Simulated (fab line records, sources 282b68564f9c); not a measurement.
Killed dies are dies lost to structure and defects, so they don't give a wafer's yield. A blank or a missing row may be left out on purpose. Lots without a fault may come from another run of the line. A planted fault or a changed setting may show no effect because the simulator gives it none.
Tool commonality check | flow rit_cmos | 15 lots, 45 wafers sampled

WHY IT WAS OPENED
At RIT_PSD_TW_MEAS_10 the reading PSD_TW is flagged on 3 of 15 lots. Wafers without a fault read 3434, standard deviation 23.
Rule: a lot is flagged when every wafer of it that has a number lies more than 4 standard deviations from that mean, or none has a number. The other lots count as sound.

lot  | measured    | on            | PSD_TW, wafer by wafer | flag
L450 | day 3 04:37 | film_metro-02 | 3460 3467 3466         |
L452 | day 3 12:38 | film_metro-04 | 3445 3437 3434         |
L453 | day 3 16:54 | film_metro-02 | 3470 3459 3469         |
L458 | day 4 21:11 | film_metro-04 | 3414 3418 3411         |
L459 | day 5 03:23 | film_metro-02 | 3443 3440 3446         |
L460 | day 5 05:17 | film_metro-01 | 3406 3423 3412         |
L461 | day 5 12:27 | film_metro-02 | 3458 3449 3452         |
L462 | day 5 19:40 | film_metro-02 | 3445 3450 3442         |
L463 | day 5 21:35 | film_metro-02 | 3456 3454 3458         |
L465 | day 6 06:07 | film_metro-02 | 3468 3466 3450         |
L466 | day 6 11:23 | film_metro-01 | 3001 2996 2993         | FLAGGED
L467 | day 6 15:46 | film_metro-01 | 2996 2971 2978         | FLAGGED
L468 | day 7 01:19 | film_metro-04 | 2990 2973 2970         | FLAGGED
L469 | day 7 09:10 | film_metro-01 | 3404 3406 3398         |
L473 | day 8 12:43 | film_metro-01 | 3415 3405 3427         |
The numbers of the flagged lots are 2985 on average: -449 against the usual, or -20 standard deviations.

WHICH TOOL RAN EACH LOT
The record holds 1 process step before the reading, out of a route of 202 steps. In each cell: the tool, then ch and the chambers that the sampled wafers went through, then the start.
lot  | flag    | RIT_PSD_IMPLANT_08
L450 |         | implanter-01 ch 0, day 3 04:17
L452 |         | implanter-04 ch 0, day 3 12:18
L453 |         | implanter-01 ch 0, day 3 16:35
L458 |         | implanter-02 ch 0, day 4 20:53
L459 |         | implanter-04 ch 0, day 5 03:04
L460 |         | implanter-02 ch 0, day 5 04:58
L461 |         | implanter-04 ch 0, day 5 12:07
L462 |         | implanter-04 ch 0, day 5 19:20
L463 |         | implanter-02 ch 0, day 5 21:16
L465 |         | implanter-04 ch 0, day 6 05:48
L466 | FLAGGED | implanter-04 ch 0, day 6 11:04
L467 | FLAGGED | implanter-04 ch 0, day 6 15:26
L468 | FLAGGED | implanter-04 ch 0, day 7 01:01
L469 |         | implanter-01 ch 0, day 7 08:51
L473 |         | implanter-01 ch 0, day 8 12:23
What these steps do:
- RIT_PSD_IMPLANT_08
- RIT_PSD_TW_MEAS_10

FLAGGED OVER TOTAL, TOOL BY TOOL (the gauges that took the reading come last)
step               | tool          | lots run | flagged | share of the flagged lots | sound lots run after its first flagged lot
RIT_PSD_IMPLANT_08 | implanter-01  | 4        | 0       | none                      | -
RIT_PSD_IMPLANT_08 | implanter-02  | 3        | 0       | none                      | -
RIT_PSD_IMPLANT_08 | implanter-04  | 8        | 3       | all                       | 0
RIT_PSD_TW_MEAS_10 | film_metro-01 | 5        | 2       | some                      | 2 (L469,L473)
RIT_PSD_TW_MEAS_10 | film_metro-02 | 7        | 0       | none                      | -
RIT_PSD_TW_MEAS_10 | film_metro-04 | 3        | 1       | some                      | 0

WHAT THE TABLE ALLOWS
1 row of the table ran every flagged lot: implanter-04 at RIT_PSD_IMPLANT_08.
- implanter-04 at RIT_PSD_IMPLANT_08: 3 of its 8 lots flagged. Its last sound lot is L465 (day 6 05:48), its first flagged lot L466 (day 6 11:04): a fault that began between those two fits. Its own readings lie more than 4 standard deviations out on every wafer of the flagged lots: dose_ions_cm2, faraday_current_uA.
One tool is left: implanter-04 at RIT_PSD_IMPLANT_08.

WHAT THE SIMULATOR HAD PUT IN
Process parameter drift: implanter-04, from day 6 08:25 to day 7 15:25, at RIT_PSD_IMPLANT_08. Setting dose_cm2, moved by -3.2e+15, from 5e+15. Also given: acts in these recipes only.
Lots struck among those shown: L466, L467, L468. The rule above found the same.
